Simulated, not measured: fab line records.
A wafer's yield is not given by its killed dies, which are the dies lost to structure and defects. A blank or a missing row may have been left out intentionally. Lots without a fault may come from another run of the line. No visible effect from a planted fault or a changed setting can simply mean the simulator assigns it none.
fab line records	flow berkeley_cmos170	part 1 of 2: steps 1 to 28 of 39
[record] lots = 5	wafers = 15	last_day = 12
route steps=331 shown PSD@206 NSD@207 PLDD@208 NLDD@209 SILICIDE@210 CONTACT@216 M1@238
lots that met no fault: from a run of the same line without faults
start_h: the number of hours between the record's first day and the start of the first shown wafer of the lot	wait_h: time in hours since the lot's previous step	" repeats the value in the row above	L1.1+2: one row covering several wafers at once	- value missing, or start not given	* or withheld: withheld	< > ~ a bound
route shown NAME@n: a module of which the file shows steps, and the number in the route of the first	usual: mean/standard deviation taken from wafers without a fault	same: alike in all rows	chamber/n: place in a boat	sites: each site's reading	_std_site: how widely they spread, as a standard deviation	_edge_site: outer sites' mean less inner sites'	radius_mm: for every site, how far away it sits from the centre of the wafer	mask NAME#n: copy n	behind: the tool/chamber that last shaped the wafer	hold: cause of the lot's hold/its duration in hours/its outcome	device: which transistor (n, p or np) failed to switch	end of line: at the end of the route, the tests of the same wafers	where a step has no rows: the recipe by itself	killed: dies lost to structure and defects at the first sort, not the wafer's yield	map: the dies of a wafer, with x for killed, . for not killed, _ for no die there
set.NAME: setting as actually run; set.NAME@STEP: the setting as run at that earlier step	model.NAME: the simulator's own value behind a step, which no gauge read
a table for each step, a row for each wafer; lots at some steps of the route
services: from which hour (start_h, from the record's first day; less than 0 if before it) a tool's chamber was out of use, for how many hours, and why
[[steps]]
[step UCB170_SDANNEAL_RS_MEAS_02]
[recipe] thk_meas_gauge = four-point-probe
[usual] PSD_RS = 75.70/0.25
lot.wafer	tool	chamber	start_h	wait_h	PSD_RS[ohm/sq]
L078.2	film_metro-04	-	168.83	0.1	75.60
L078.3	"	-	"	"	76.09
L078.6	"	-	"	"	75.84
L081.1	film_metro-04	-	172.23	0.0	76.08
L081.2	"	-	"	"	75.41
L081.3	"	-	"	"	75.58
L089.3	film_metro-04	-	235.71	0.1	75.33
L089.4	"	-	"	"	75.59
L089.5	"	-	"	"	75.58
L088.2	film_metro-03	-	235.76	0.1	75.54
L088.4	"	-	"	"	75.36
L088.6	"	-	"	"	75.80
L095.1	film_metro-03	-	257.09	0.0	75.66
L095.2	"	-	"	"	75.75
L095.4	"	-	"	"	76.05
[step UCB170_SDANNEAL_RS_MEAS_03]
[recipe] thk_meas_gauge = four-point-probe
[usual] NSD_RS = 37.26/0.094
lot.wafer	tool	chamber	start_h	wait_h	NSD_RS[ohm/sq]
L078.2	film_metro-04	-	168.95	0.1	37.26
L078.3	"	-	"	"	37.20
L078.6	"	-	"	"	37.24
L081.1	film_metro-04	-	172.35	0.1	37.24
L081.2	"	-	"	"	37.15
L081.3	"	-	"	"	37.26
L089.3	film_metro-04	-	235.83	0.1	37.27
L089.4	"	-	"	"	37.19
L089.5	"	-	"	"	37.22
L088.2	film_metro-03	-	235.88	0.1	37.20
L088.4	"	-	"	"	37.16
L088.6	"	-	"	"	37.19
L095.1	film_metro-03	-	257.21	0.1	37.39
L095.2	"	-	"	"	37.39
L095.4	"	-	"	"	37.43
[step UCB170_SDANNEAL_RS_MEAS_04]
[recipe] thk_meas_gauge = four-point-probe
[usual] PLDD_RS = 1039.0/2.4
lot.wafer	tool	chamber	start_h	wait_h	PLDD_RS[ohm/sq]
L078.2	film_metro-04	-	169.07	0.1	1038.1
L078.3	"	-	"	"	1036.3
L078.6	"	-	"	"	1040.0
L081.1	film_metro-04	-	172.47	0.1	1039.7
L081.2	"	-	"	"	1037.4
L081.3	"	-	"	"	1038.0
L089.3	film_metro-04	-	235.95	0.1	1037.2
L089.4	"	-	"	"	1038.4
L089.5	"	-	"	"	1037.1
L088.2	film_metro-03	-	236.00	0.1	1041.3
L088.4	"	-	"	"	1038.7
L088.6	"	-	"	"	1037.0
L095.1	film_metro-03	-	257.33	0.1	1040.6
L095.2	"	-	"	"	1044.3
L095.4	"	-	"	"	1040.6
[step UCB170_SDANNEAL_RS_MEAS_05]
[recipe] thk_meas_gauge = four-point-probe
[usual] NLDD_RS = 616.2/1.3
lot.wafer	tool	chamber	start_h	wait_h	NLDD_RS[ohm/sq]
L078.2	film_metro-04	-	169.19	0.1	616.3
L078.3	"	-	"	"	616.4
L078.6	"	-	"	"	616.6
L081.1	film_metro-04	-	172.59	0.1	615.4
L081.2	"	-	"	"	614.3
L081.3	"	-	"	"	616.9
L089.3	film_metro-04	-	236.07	0.1	615.3
L089.4	"	-	"	"	617.8
L089.5	"	-	"	"	615.0
L088.2	film_metro-03	-	236.12	0.1	613.8
L088.4	"	-	"	"	614.6
L088.6	"	-	"	"	614.6
L095.1	film_metro-03	-	257.45	0.1	617.8
L095.2	"	-	"	"	617.7
L095.4	"	-	"	"	618.0
[step UCB170_SILICIDE_PRE_CLEAN_00]
[recipe] gas = Ar	preclean_etch_time_s = 60
lot.wafer	tool	chamber	start_h	wait_h
L078.2+3+6	pvd_sputter-02	-	169.29	0.1
L081.1+2+3	pvd_sputter-04	-	172.71	0.1
L089.3+4+5	pvd_sputter-03	-	236.15	0.1
L088.2+4+6	pvd_sputter-02	-	236.22	0.1
L095.1+2+4	pvd_sputter-02	-	257.57	0.1
[step UCB170_SILICIDE_SPUTTER_01]
[recipe] material = Ti	target_thk_nm = 30	time_s = 25	power_w = 1500	chamber_pressure_pa = 0.5
[usual] throttle_valve_pct = 29.8/1.2
lot.wafer	tool	chamber	start_h	wait_h	throttle_valve_pct
L078.2	pvd_sputter-02	-	169.36	0.0	29.8
L078.3	"	-	"	"	29.3
L078.6	"	-	"	"	29.6
L081.1	pvd_sputter-04	-	172.77	0.0	29.8
L081.2	"	-	"	"	29.1
L081.3	"	-	"	"	30.8
L089.3	pvd_sputter-03	-	236.21	0.0	30.3
L089.4	"	-	"	"	30.3
L089.5	"	-	"	"	30.2
L088.2	pvd_sputter-02	-	236.29	0.0	29.5
L088.4	"	-	"	"	28.8
L088.6	"	-	"	"	29.9
L095.1	pvd_sputter-02	-	257.64	0.0	29.1
L095.2	"	-	"	"	29.0
L095.4	"	-	"	"	30.1
[step UCB170_SILICIDE_RS_MEAS_02]
[recipe] thk_meas_gauge = four-point-probe	reads = Ti_of_SILICIDE_SPUTTER_01
[usual] SILICIDE_TI_RS = 26.0/0.34
lot.wafer	tool	chamber	start_h	wait_h	SILICIDE_TI_RS[ohm/sq]
L078.2	film_metro-04	-	169.41	0.0	25.8
L078.3	"	-	"	"	25.7
L078.6	"	-	"	"	25.6
L081.1	film_metro-02	-	172.80	0.0	26.4
L081.2	"	-	"	"	26.5
L081.3	"	-	"	"	26.7
L089.3	film_metro-02	-	236.29	0.1	25.6
L089.4	"	-	"	"	25.7
L089.5	"	-	"	"	25.7
L088.2	film_metro-04	-	236.34	0.0	26.1
L088.4	"	-	"	"	26.3
L088.6	"	-	"	"	26.2
L095.1	film_metro-02	-	257.67	0.0	25.0
L095.2	"	-	"	"	25.6
L095.4	"	-	"	"	25.5
[step UCB170_SILICIDE_THK_MEAS_03]
[recipe] thk_meas_gauge = xrf	reads = Ti_of_SILICIDE_SPUTTER_01
[usual] SILICIDE_TI_THK = 30.6/0.37
lot.wafer	tool	chamber	start_h	wait_h	SILICIDE_TI_THK[nm]
L078.2	film_metro-04	-	169.52	0.1	30.9
L078.3	"	-	"	"	31.1
L078.6	"	-	"	"	31.2
L081.1	film_metro-02	-	172.92	0.1	30.1
L081.2	"	-	"	"	30.1
L081.3	"	-	"	"	29.8
L089.3	film_metro-02	-	236.39	0.1	31.3
L089.4	"	-	"	"	31.2
L089.5	"	-	"	"	31.1
L088.2	film_metro-04	-	236.45	0.1	30.8
L088.4	"	-	"	"	30.3
L088.6	"	-	"	"	30.6
L095.1	film_metro-02	-	257.79	0.1	31.4
L095.2	"	-	"	"	31.0
L095.4	"	-	"	"	30.9
[step UCB170_SILICIDE_RTA_04]
[recipe] temp_c = 650	time_s = 15	ambient = N2
[usual] lamp_power_pct = 10.6/1.1	wafer_temp_C_max = 653.8/0.8
lot.wafer	tool	chamber	start_h	wait_h	lamp_power_pct	wafer_temp_C_max
L078.2	rtp_anneal-02	0	169.58	0.1	9.4	654.1
L078.3	"	0	"	"	9.4	653.9
L078.6	"	0	"	"	9.4	654.3
L081.1	rtp_anneal-01	0	172.98	0.1	11.6	653.7
L081.2	"	0	"	"	11.6	653.2
L081.3	"	0	"	"	11.6	653.7
L089.3	rtp_anneal-02	0	236.45	0.1	9.4	654.7
L089.4	"	0	"	"	9.4	654.6
L089.5	"	0	"	"	9.4	653.7
L088.2	rtp_anneal-01	0	236.53	0.1	11.6	653.4
L088.4	"	0	"	"	11.6	653.2
L088.6	"	0	"	"	11.6	654.4
L095.1	rtp_anneal-01	0	257.85	0.1	11.6	653.6
L095.2	"	0	"	"	11.6	653.7
L095.4	"	0	"	"	11.6	653.8
[step UCB170_SILICIDE_WET_ETCH_05]
[recipe] chemistry = SPM	time_s = 45	temp_c = 120	target = Ti
[usual] temp_c = 119.99/0.12
lot.wafer	tool	chamber	start_h	wait_h	temp_c
L078.2	wet_bench-04	2	169.65	0.1	120.01
L078.3	"	2	"	"	120.10
L078.6	"	2	"	"	120.09
L081.1	wet_bench-04	2	173.06	0.1	120.00
L081.2	"	2	"	"	119.96
L081.3	"	2	"	"	120.05
L089.3	wet_bench-02	2	236.50	0.0	120.03
L089.4	"	2	"	"	119.90
L089.5	"	2	"	"	119.89
L088.2	wet_bench-04	2	236.80	0.2	120.12
L088.4	"	2	"	"	120.05
L088.6	"	2	"	"	119.93
L095.1	wet_bench-02	0	257.92	0.1	119.90
L095.2	"	0	"	"	119.98
L095.4	"	0	"	"	119.93
[step UCB170_CONTACT_CLEAN_00]
[recipe] chemistry = SPM	temp_c = 120	time_s = 600
[usual] temp_c = 119.99/0.12
lot.wafer	tool	chamber	start_h	wait_h	temp_c
L078.2	wet_bench-03	0	169.67	0.0	119.99
L078.3	"	0	"	"	120.06
L078.6	"	0	"	"	119.89
L081.1	wet_bench-02	1	173.08	0.0	119.98
L081.2	"	1	"	"	119.99
L081.3	"	1	"	"	119.86
L089.3	wet_bench-02	0	236.71	0.2	120.17
L089.4	"	0	"	"	120.23
L089.5	"	0	"	"	120.29
L088.2	wet_bench-02	1	237.10	0.3	120.02
L088.4	"	1	"	"	119.93
L088.6	"	1	"	"	120.14
L095.1	wet_bench-02	2	257.95	0.0	119.89
L095.2	"	2	"	"	120.00
L095.4	"	2	"	"	120.09
[step UCB170_CONTACT_CVD_01]
[recipe] material = PSG	target_thk_nm = 700	temp_c = 450	precursor = SiH4/O2/PH3	time_s = 2820	pressure_mtorr = 300	sih4_flow_sccm = 60	o2_flow_sccm = 91.39	ph3_flow_sccm = 25
[usual] zone_power_centre_pct = 19.0/1.7
lot.wafer	tool	chamber	start_h	wait_h	zone_power_centre_pct
L078.2	lpcvd-01	0	169.84	0.0	16.7
L078.3	"	0	"	"	16.7
L078.6	"	0	"	"	16.7
L081.1	lpcvd-01	1	173.25	0.0	21.1
L081.2	"	1	"	"	20.9
L081.3	"	1	"	"	20.8
L089.3	lpcvd-02	1	236.91	0.0	18.4
L089.4	"	1	"	"	18.2
L089.5	"	1	"	"	18.1
L088.2	lpcvd-02	0	238.69	1.4	20.5
L088.4	"	0	"	"	20.2
L088.6	"	0	"	"	20.0
L095.1	lpcvd-02	0	258.14	0.0	20.2
L095.2	"	0	"	"	20.3
L095.4	"	0	"	"	19.9
[step UCB170_CONTACT_THK_MEAS_02]
[recipe] reads = PSG_of_CONTACT_CVD_01
[usual] CONTACT_PSG_THK = 706/7
lot.wafer	tool	chamber	start_h	wait_h	CONTACT_PSG_THK[nm]
L078.2	film_metro-03	-	171.63	0.0	710
L078.3	"	-	"	"	718
L078.6	"	-	"	"	705
L081.1	film_metro-02	-	175.04	0.0	712
L081.2	"	-	"	"	712
L081.3	"	-	"	"	712
L089.3	film_metro-03	-	238.71	0.0	701
L089.4	"	-	"	"	704
L089.5	"	-	"	"	696
L088.2	film_metro-03	-	240.48	0.0	706
L088.4	"	-	"	"	715
L088.6	"	-	"	"	703
L095.1	film_metro-02	-	259.92	0.0	705
L095.2	"	-	"	"	701
L095.4	"	-	"	"	704
[step UCB170_CONTACT_HMDS_03]
[recipe] prime_time_s = 60	prime_temp_c = 100
lot.wafer	tool	chamber	start_h	wait_h
L078.2+3+6	litho_track-04	0	172.20	0.6
L081.1+2+3	litho_track-04	0	175.10	0.1
L089.3+4+5	litho_track-04	0	238.90	0.2
L088.2+4+6	litho_track-02	0	241.00	0.5
L095.1+2+4	litho_track-02	0	260.23	0.3
[step UCB170_CONTACT_COAT_04]
[recipe] resist = KrF	spin_rpm = 1500	resist_thk_nm = 900
lot.wafer	tool	chamber	start_h	wait_h
L078.2+3+6	litho_track-04	0	172.35	0.1
L081.1+2+3	litho_track-04	0	175.25	0.1
L089.3+4+5	litho_track-04	0	239.05	0.1
L088.2+4+6	litho_track-02	0	241.15	0.1
L095.1+2+4	litho_track-02	0	260.38	0.1
[step UCB170_CONTACT_SOFTBAKE_05]
[recipe] resist = KrF	temp_c = 130	time_s = 60
lot.wafer	tool	chamber	start_h	wait_h
L078.2+3+6	litho_track-04	0	172.50	0.1
L081.1+2+3	litho_track-04	0	175.40	0.1
L089.3+4+5	litho_track-04	0	239.20	0.1
L088.2+4+6	litho_track-02	0	241.30	0.1
L095.1+2+4	litho_track-02	0	260.53	0.1
[step UCB170_CONTACT_STRIP_06]
[recipe] chemistry = O2	power_w = 400	pressure_mtorr = 3500	platen_temp_c = withheld	o2_flow_sccm = 400	overash_fraction = 0.5
[usual] drypump_motor_current_A = 5.8/0.45	oes_product_au = 0.735/0.0047	strip_time_to_endpoint_s = 21.97/0.062
lot.wafer	tool	chamber	start_h	wait_h	drypump_motor_current_A	oes_product_au	rf_hours_counter_h	strip_time_to_endpoint_s
L078.2	plasma_asher-03	0	172.62	0.1	6.1	0.736	41	21.97
L078.3	"	1	"	"	5.7	0.741	-	21.92
L078.6	"	1	"	"	5.7	0.738	-	21.98
L081.1	plasma_asher-01	1	175.55	0.1	5.1	0.737	45	21.96
L081.2	"	0	"	"	5.0	0.735	45	22.05
L081.3	"	0	"	"	5.0	0.735	-	21.94
L089.3	plasma_asher-03	1	239.34	0.1	5.7	0.733	-	21.95
L089.4	"	0	"	"	6.1	0.740	-	21.94
L089.5	"	0	"	"	6.0	0.734	-	21.98
L088.2	plasma_asher-01	1	241.42	0.1	5.1	0.741	52	22.17
L088.4	"	0	"	"	5.0	0.741	-	22.12
L088.6	"	0	"	"	5.0	0.731	-	22.11
L095.1	plasma_asher-01	0	260.68	0.1	5.0	0.731	54	21.96
L095.2	"	1	"	"	5.1	0.733	54	21.99
L095.4	"	1	"	"	5.1	0.735	-	21.99
[step UCB170_CONTACT_CLEAN_07]
[recipe] chemistry = SPM	temp_c = 120	time_s = 600
[usual] temp_c = 119.94/0.14
lot.wafer	tool	chamber	start_h	wait_h	temp_c
L078.2	wet_bench-02	1	172.72	0.1	120.14
L078.3	"	1	"	"	120.26
L078.6	"	1	"	"	120.02
L081.1	wet_bench-03	3	175.70	0.1	120.00
L081.2	"	3	"	"	119.91
L081.3	"	3	"	"	119.99
L089.3	wet_bench-02	0	239.40	0.0	120.06
L089.4	"	0	"	"	119.99
L089.5	"	0	"	"	119.81
L088.2	wet_bench-04	3	241.52	0.1	119.93
L088.4	"	3	"	"	119.71
L088.6	"	3	"	"	119.84
L095.1	wet_bench-02	2	260.78	0.1	119.75
L095.2	"	2	"	"	119.98
L095.4	"	2	"	"	119.88
[step UCB170_CONTACT_RTA_08]
[recipe] temp_c = 900	time_s = 10	ambient = N2
[usual] lamp_power_pct = 24.8/2.6	wafer_temp_C_max = 905.2/1
lot.wafer	tool	chamber	start_h	wait_h	lamp_power_pct	wafer_temp_C_max
L078.2	rtp_anneal-02	0	172.91	0.0	22.0	905.8
L078.3	"	0	"	"	22.0	903.8
L078.6	"	0	"	"	22.0	906.8
L081.1	rtp_anneal-01	0	175.87	0.0	27.2	904.8
L081.2	"	0	"	"	27.2	903.9
L081.3	"	0	"	"	27.1	905.3
L089.3	rtp_anneal-01	0	239.62	0.0	27.2	906.8
L089.4	"	0	"	"	27.2	906.7
L089.5	"	0	"	"	27.2	904.9
L088.2	rtp_anneal-01	0	241.71	0.0	27.2	904.9
L088.4	"	0	"	"	27.1	904.0
L088.6	"	0	"	"	27.1	905.0
L095.1	rtp_anneal-02	0	260.96	0.0	22.0	905.4
L095.2	"	0	"	"	22.0	904.8
L095.4	"	0	"	"	22.0	907.2
[step UCB170_CONTACT_COAT_09]
[recipe] resist = BARC	temp_c = withheld	time_s = withheld	spin_rpm = 3000	resist_thk_nm = withheld
lot.wafer	tool	chamber	start_h	wait_h
L078.2+3+6	litho_track-01	0	173.11	0.2
L081.1+2+3	litho_track-02	0	175.94	0.1
L089.3+4+5	litho_track-04	0	239.71	0.1
L088.2+4+6	litho_track-01	0	241.96	0.2
L095.1+2+4	litho_track-04	0	261.03	0.1
[step UCB170_CONTACT_COAT_10]
[recipe] resist = KrF	spin_rpm = 1500	resist_thk_nm = 900
lot.wafer	tool	chamber	start_h	wait_h
L078.2+3+6	litho_track-01	0	-	-
L081.1+2+3	litho_track-02	0	-	-
L089.3+4+5	litho_track-04	0	-	-
L088.2+4+6	litho_track-01	0	-	-
L095.1+2+4	litho_track-04	0	-	-
[step UCB170_CONTACT_SOFTBAKE_11]
[recipe] resist = KrF	temp_c = 130	time_s = 60
lot.wafer	tool	chamber	start_h	wait_h
L078.2+3+6	litho_track-01	0	-	-
L081.1+2+3	litho_track-02	0	-	-
L089.3+4+5	litho_track-04	0	-	-
L088.2+4+6	litho_track-01	0	-	-
L095.1+2+4	litho_track-04	0	-	-
[step UCB170_CONTACT_EXPOSE_12]
[recipe] mask_id = CONT	target_cd_nm = 700	na = 0.5	sigma_outer = 0.6	source_shape = conventional	dose_mj = 35.77
[usual] stage_vel_mm_s = 500.03/0.26
lot.wafer	tool	chamber	start_h	wait_h	mask	stage_vel_mm_s
L078.2	krf_scanner-02	0	173.76	-	CONT#0	500.14
L078.3	"	0	"	"	CONT#0	500.12
L078.6	"	0	"	"	CONT#0	499.97
L081.1	krf_scanner-02	0	176.39	-	CONT#0	500.45
L081.2	"	0	"	"	CONT#0	499.87
L081.3	"	0	"	"	CONT#0	500.30
L089.3	krf_scanner-02	0	240.27	-	CONT#0	499.84
L089.4	"	0	"	"	CONT#0	500.01
L089.5	"	0	"	"	CONT#0	500.32
L088.2	krf_scanner-02	0	242.41	-	CONT#0	499.42
L088.4	"	0	"	"	CONT#0	499.73
L088.6	"	0	"	"	CONT#0	500.14
L095.1	krf_scanner-01	0	261.48	-	CONT#0	499.73
L095.2	"	0	"	"	CONT#0	499.97
L095.4	"	0	"	"	CONT#0	499.68
[step UCB170_CONTACT_PEB_13]
[recipe] peb_temp_c = 130	peb_time_s = withheld	resist = KrF
lot.wafer	tool	chamber	start_h	wait_h
L078.2+3+6	litho_track-02	0	173.88	0.1
L081.1+2+3	litho_track-02	0	176.50	0.1
L089.3+4+5	litho_track-01	0	240.54	0.2
L088.2+4+6	litho_track-02	0	242.90	0.5
L095.1+2+4	litho_track-04	0	261.59	0.1
[step UCB170_CONTACT_DEVELOP_14]
[recipe] developer = TMAH	develop_time_s = 45	resist = KrF	dev_temp_c = 21
lot.wafer	tool	chamber	start_h	wait_h
L078.2+3+6	litho_track-02	0	-	-
L081.1+2+3	litho_track-02	0	-	-
L089.3+4+5	litho_track-01	0	-	-
L088.2+4+6	litho_track-02	0	-	-
L095.1+2+4	litho_track-04	0	-	-
[step UCB170_CONTACT_CD_MEAS_15]
[recipe] target_cd_nm = 700
[usual] cd_nm = 699.9/1.5
lot.wafer	tool	chamber	start_h	wait_h	cd_nm
L078.2	cd_sem-02	-	174.15	-	700.7
L078.3	"	-	"	"	699.6
L078.6	"	-	"	"	700.5
L081.1	cd_sem-02	-	176.78	-	697.2
L081.2	"	-	"	"	697.2
L081.3	"	-	"	"	698.7
L089.3	cd_sem-01	-	240.80	-	701.3
L089.4	"	-	"	"	699.5
L089.5	"	-	"	"	701.6
L088.2	cd_sem-02	-	243.17	-	701.6
L088.4	"	-	"	"	701.8
L088.6	"	-	"	"	701.8
L095.1	cd_sem-01	-	261.87	-	701.4
L095.2	"	-	"	"	702.7
L095.4	"	-	"	"	701.9
[step UCB170_CONTACT_OVL_MEAS_16]
[usual] CONTACT_OVL = 2/5
lot.wafer	tool	chamber	start_h	wait_h	CONTACT_OVL[nm]
L078.2	overlay-02	-	174.26	0.1	-3
L078.3	"	-	"	"	0
L078.6	"	-	"	"	7
L081.1	overlay-02	-	176.90	0.1	3
L081.2	"	-	"	"	-4
L081.3	"	-	"	"	4
L089.3	overlay-02	-	240.90	0.1	15
L089.4	"	-	"	"	10
L089.5	"	-	"	"	1
L088.2	overlay-01	-	243.27	0.1	3
L088.4	"	-	"	"	2
L088.6	"	-	"	"	-1
L095.1	overlay-02	-	261.99	0.1	-2
L095.2	"	-	"	"	5
L095.4	"	-	"	"	4
[step UCB170_CONTACT_ETCH_17]
[recipe] chemistry = N2/H2	target_depth_a = withheld	overetch_a = withheld	target = BARC	time_s = withheld	source_w = 500	bias_w = 100	pressure_mtorr = 30	n2_flow_sccm = 100	h2_flow_sccm = 200
[usual] drypump_motor_current_A = 5.7/0.43	oes_product_au = 0.996/0.017	throttle_valve_pct = 13.33/0.12
lot.wafer	tool	chamber	start_h	wait_h	drypump_motor_current_A	oes_product_au	throttle_valve_pct
L078.2	rie_diel-03	0	174.29	0.0	5.5	1.047	13.31
L078.3	"	2	"	"	5.7	0.993	13.38
L078.6	"	3	"	"	6.2	0.993	13.30
L081.1	rie_diel-02	3	176.93	0.0	5.5	1.001	13.53
L081.2	"	2	"	"	6.1	0.995	13.23
L081.3	"	0	"	"	5.3	0.993	13.37
L089.3	rie_diel-03	2	240.92	0.0	5.7	1.006	13.36
L089.4	"	3	"	"	6.2	0.993	13.31
L089.5	"	1	"	"	4.8	0.981	13.47
L088.2	rie_diel-03	1	243.30	0.0	4.8	0.988	13.48
L088.4	"	0	"	"	5.5	0.978	13.31
L088.6	"	2	"	"	5.7	0.992	13.36
L095.1	rie_diel-01	1	262.02	0.0	6.2	1.020	13.39
L095.2	"	2	"	"	6.0	0.997	13.43
L095.4	"	3	"	"	5.4	0.984	13.22
